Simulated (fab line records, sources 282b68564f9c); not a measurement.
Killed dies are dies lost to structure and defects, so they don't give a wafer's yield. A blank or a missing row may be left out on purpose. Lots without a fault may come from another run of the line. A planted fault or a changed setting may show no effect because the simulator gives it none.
Split-lot experiment | flow rit_cmos | 5 lots, 23 wafers read, on a route of 202 steps

THE SPLIT
At RIT_SDANNEAL_RTA_03 (time 5 s), the setting time_s was moved away from the recipe's 5 s on 11 of the 23 wafers read, by -4.7% to +13.1%. The other wafers ran this setting at the recipe's value.

FROM THE SPLIT TO THE READING: what the file shows between them, 1 step
- RIT_SDANNEAL_RS_MEAS_04: measures by four-point-probe

THE READING
PLDD_RS, in ohm/sq, at RIT_SDANNEAL_RS_MEAS_06 (measures by four-point-probe). Fault-free wafers of this fab line usually give 178.8 ohm/sq, standard deviation 0.54 ohm/sq.

wafer  | tool, chamber at the split | time_s as run, s | against the recipe | PLDD_RS, ohm/sq | against lot-mates on the recipe
L075.1 | rtp_anneal-01, 0           | 5                | recipe             | 178.8           | -
L075.3 | rtp_anneal-01, 0           | 5.529            | +10.6%             | 177.6           | -1.0
L075.4 | rtp_anneal-01, 0           | 5                | recipe             | 178.6           | -
L075.5 | rtp_anneal-01, 0           | 5.529            | +10.6%             | 177.7           | -0.9
L075.6 | rtp_anneal-01, 0           | 5                | recipe             | 178.5           | -
L079.1 | rtp_anneal-01, 0           | 5                | recipe             | 179.0           | -
L079.2 | rtp_anneal-01, 0           | 5.656            | +13.1%             | 177.1           | -1.8
L079.3 | rtp_anneal-01, 0           | 5.656            | +13.1%             | 177.1           | -1.8
L079.4 | rtp_anneal-01, 0           | 5.656            | +13.1%             | 177.0           | -1.9
L079.5 | rtp_anneal-01, 0           | 5                | recipe             | 178.8           | -
L080.2 | rtp_anneal-01, 0           | 4.763            | -4.7%              | 179.0           | +0.7
L080.3 | rtp_anneal-01, 0           | 5                | recipe             | 178.1           | -
L080.4 | rtp_anneal-01, 0           | 4.763            | -4.7%              | 178.8           | +0.5
L080.5 | rtp_anneal-01, 0           | 5                | recipe             | 178.6           | -
L080.6 | rtp_anneal-01, 0           | 4.763            | -4.7%              | 178.9           | +0.6
L083.1 | rtp_anneal-01, 0           | 5                | recipe             | 178.8           | -
L083.2 | rtp_anneal-01, 0           | 5                | recipe             | 178.7           | -
L083.6 | rtp_anneal-01, 0           | 5                | recipe             | 179.3           | -
L085.1 | rtp_anneal-01, 0           | 4.768            | -4.6%              | 180.2           | +1.2
L085.2 | rtp_anneal-01, 0           | 4.768            | -4.6%              | 180.2           | +1.2
L085.3 | rtp_anneal-01, 0           | 5                | recipe             | 178.8           | -
L085.5 | rtp_anneal-01, 0           | 5                | recipe             | 179.2           | -
L085.6 | rtp_anneal-01, 0           | 4.768            | -4.6%              | 179.8           | +0.8

THE FIT
A straight line over all 23 wafers: PLDD_RS changes by -0.129 ohm/sq for each +1% of time_s; r = -0.89; the points scatter about the line by 0.41 ohm/sq.
The same after taking each lot's own level away (the mean of its wafers on the recipe; 23 wafers): -0.135 ohm/sq for each +1%; r = -0.95; scatter 0.27 ohm/sq.
On that fit, the largest move of time_s shifts the reading by 1.8 ohm/sq.
The lots' own levels span 178.35 to 179.00 ohm/sq, that is 1.2 times the standard deviation above.
So the lot-to-lot level changes the slope little: the two slopes agree.
Check: with one of the wafers moved furthest among these (+13.1%) left out of the fit, the line predicts -1.67 ohm/sq for it against its lot-mates. It came out at -1.8 ohm/sq against them.

OTHER SPLITS ON THESE WAFERS
These wafers also went through other splits before the reading. Each is held against what the fit with the lots' levels taken away leaves over:
other split on the same wafers | wafers away from the commonest value | r with PLDD_RS (lot level and that fit taken away)
RIT_NLDD_IMPLANT_08 dose_cm2   | 5                                    | +0.07
RIT_NSD_IMPLANT_08 energy_kev  | 7                                    | -0.04

THE WHOLE CHAIN: every reading that the file lists as answering this split, in the file's order
step                    | what it does                 | reading | change (the file's fit)            | r (the file's)
RIT_SDANNEAL_RS_MEAS_04 | measures by four-point-probe | PSD_RS  | -0.149 for each +1% of the setting | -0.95
RIT_SDANNEAL_RS_MEAS_06 | measures by four-point-probe | PLDD_RS | -0.129 for each +1% of the setting | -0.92

THE FILE'S OWN FIT
PLDD_RS changes by -0.129 ohm/sq for each +1% of time_s, r = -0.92.
